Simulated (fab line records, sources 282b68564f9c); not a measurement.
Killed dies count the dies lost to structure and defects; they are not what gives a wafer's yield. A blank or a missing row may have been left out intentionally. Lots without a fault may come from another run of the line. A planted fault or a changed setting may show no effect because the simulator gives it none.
Check of tool commonality | flow rit-cmos | Sample size 14 lots and 42 wafers

## WHY IT WAS OPENED
At RIT_ACTIVE_THK_MEAS_04 the reading ACTIVE_NITRIDE_THK is flagged on 2 of 14 lots. No-fault wafers: 149.8 nm, standard deviation 1.2.
Rule: a lot is flagged in two cases, either no wafer of it has a number, or all its wafers with numbers fall more than 4 standard deviations from that mean. The other lots count as sound.

lot  | measured    | on            | ACTIVE_NITRIDE_THK (nm), wafer by wafer | flag
L553 | day 1 13:32 | film-metro-02 | 148.0 146.9 147.6                       |
L554 | day 1 18:34 | film-metro-03 | 148.0 148.3 148.2                       |
L555 | day 1 23:32 | film-metro-02 | 151.0 149.7 149.9                       |
L556 | day 2 04:32 | film-metro-04 | 148.5 149.7 148.3                       |
L557 | day 2 09:32 | film-metro-03 | 149.1 148.2 148.0                       |
L559 | day 2 19:32 | film-metro-03 | 150.3 152.0 150.8                       |
L561 | day 3 05:32 | film-metro-04 | 149.3 149.1 149.6                       |
L563 | day 3 16:14 | film-metro-04 | 150.1 150.9 150.5                       |
L564 | day 3 20:32 | film-metro-04 | 231.3 229.8 230.6                       | FLAGGED
L565 | day 4 01:32 | film-metro-04 | 232.5 232.4 232.6                       | FLAGGED
L566 | day 4 07:15 | film-metro-03 | 150.3 148.1 147.4                       |
L572 | day 5 13:03 | film-metro-04 | 148.9 149.2 149.6                       |
L573 | day 5 17:40 | film-metro-04 | 150.1 149.3 148.2                       |
L576 | day 6 08:33 | film-metro-03 | 149.4 150.1 149.1                       |
On average the flagged lots' numbers are 231.5 nm, which is +81.7 nm against the usual, or +68 standard deviations.

## EACH LOT AND THE TOOL IT RAN ON
The record holds 1 process step before the reading, out of a route of 202 steps. Cell contents, in order: the tool; ch with the chambers the sampled wafers went through; the start.
lot  | flag    | RIT_ACTIVE_CVD_03
L553 |         | lpcvd-02 ch 0, day 1 12:07
L554 |         | lpcvd-02 ch 0, day 1 17:07
L555 |         | lpcvd-01 ch 0, day 1 22:07
L556 |         | lpcvd-02 ch 0, day 2 03:07
L557 |         | lpcvd-01 ch 1, day 2 08:07
L559 |         | lpcvd-02 ch 1, day 2 18:07
L561 |         | lpcvd-01 ch 1, day 3 04:07
L563 |         | lpcvd-02 ch 1, day 3 14:49
L564 | FLAGGED | lpcvd-02 ch 0, day 3 19:07
L565 | FLAGGED | lpcvd-02 ch 0, day 4 00:07
L566 |         | lpcvd-01 ch 1, day 4 05:08
L572 |         | lpcvd-01 ch 1, day 5 11:37
L573 |         | lpcvd-01 ch 1, day 5 16:15
L576 |         | lpcvd-01 ch 1, day 6 07:07
These steps, and what they do:
- RIT_ACTIVE_CVD_03: deposits Si3N4 from SiH2Cl2/NH3, target thk 150 nm, time 1500 s.
- RIT_ACTIVE_THK_MEAS_04

## FLAGGED AGAINST TOTAL, ONE TOOL AT A TIME (gauges that did the reading follow at the end)
step                   | tool          | lots run | flagged | share of the flagged lots | sound lots run after its first flagged lot
RIT_ACTIVE_CVD_03      | lpcvd-01      | 7        | 0       | none                      | -
RIT_ACTIVE_CVD_03      | lpcvd-02      | 7        | 2       | all                       | 0
RIT_ACTIVE_THK_MEAS_04 | film-metro-02 | 2        | 0       | none                      | -
RIT_ACTIVE_THK_MEAS_04 | film-metro-03 | 5        | 0       | none                      | -
RIT_ACTIVE_THK_MEAS_04 | film-metro-04 | 7        | 2       | all                       | 2 (L572,L573)

## THE TABLE: WHAT IT ALLOWS
Rows of the table that ran all the flagged lots, 2 in number: lpcvd-02 at RIT_ACTIVE_CVD_03; film-metro-04 at RIT_ACTIVE_THK_MEAS_04.
- lpcvd-02 at RIT_ACTIVE_CVD_03: 2 of its 7 lots flagged. A fault beginning between L563 (day 3 14:49), its last sound lot, and L564 (day 3 19:07), its first flagged one, fits the data.
- film-metro-04 at RIT_ACTIVE_THK_MEAS_04: 2 of its 7 lots flagged. After the first flagged lot (L572, L573), sound lots still ran on it; a lasting fault on the whole tool would not permit that.
One tool is left: lpcvd-02 at RIT_ACTIVE_CVD_03.

## WHAT WAS PUT IN BY THE SIMULATOR
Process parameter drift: lpcvd-02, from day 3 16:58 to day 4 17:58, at RIT_ACTIVE_CVD_03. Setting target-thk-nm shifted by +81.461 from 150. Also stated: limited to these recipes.
Struck lots among those shown: L564, L565. This agrees with what the rule above found.
